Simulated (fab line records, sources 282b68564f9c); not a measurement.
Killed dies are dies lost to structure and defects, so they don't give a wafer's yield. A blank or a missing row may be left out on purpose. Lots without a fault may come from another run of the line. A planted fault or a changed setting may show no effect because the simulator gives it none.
Chamber matching | flow rit_cmos | RIT_SPACER_ETCHBACK_05 on rie_diel-02: 4 sister chambers
The step etches Si3N4 in SF6/CHF3, stops on SiO2, target depth 250 nm, time 240 s. 4 wafers are shown with their chamber, then 7 later ones without.

WAFERS WITH THEIR CHAMBER
wafer  | chamber | drypump_motor_current_A (A)
L782.2 | 3       | 5.5
L786.2 | 0       | 5.6
L789.2 | 2       | 5.4
L789.3 | 1       | 6.1

WAFERS WITHOUT THEIR CHAMBER
wafer  | drypump_motor_current_A (A)
L789.5 | 5.5
L792.2 | 5.5
L792.5 | 5.5
L792.6 | 5.7
L793.2 | 5.4
L793.4 | 5.6
L793.6 | 5.5

WHICH CHAMBER EACH WENT THROUGH
wafer  | from the rows above | in truth
L789.5 | 3                   | 3
L792.2 | 3                   | 3
L792.5 | 3                   | 3
L792.6 | 0                   | 0
L793.2 | 2                   | 2
L793.4 | 0                   | 0
L793.6 | 3                   | 3
Placed correctly: 7 of 7. Can't be placed from these rows: 0. Placed wrongly: 0.
How it was worked out, from the rows above alone: a wafer's distance from a chamber is the root of the sum, over the readings, of the square of ((its reading less the chamber's mean) divided by the reading's scatter). The wafer belongs to the nearest chamber; if the next one is less than 2 further off, it can't be placed. A chamber's mean is the mean of its shown wafers. The scatter: with one shown wafer a chamber, the root of the mean of the squares of how far each hidden wafer lies from its nearest shown one.
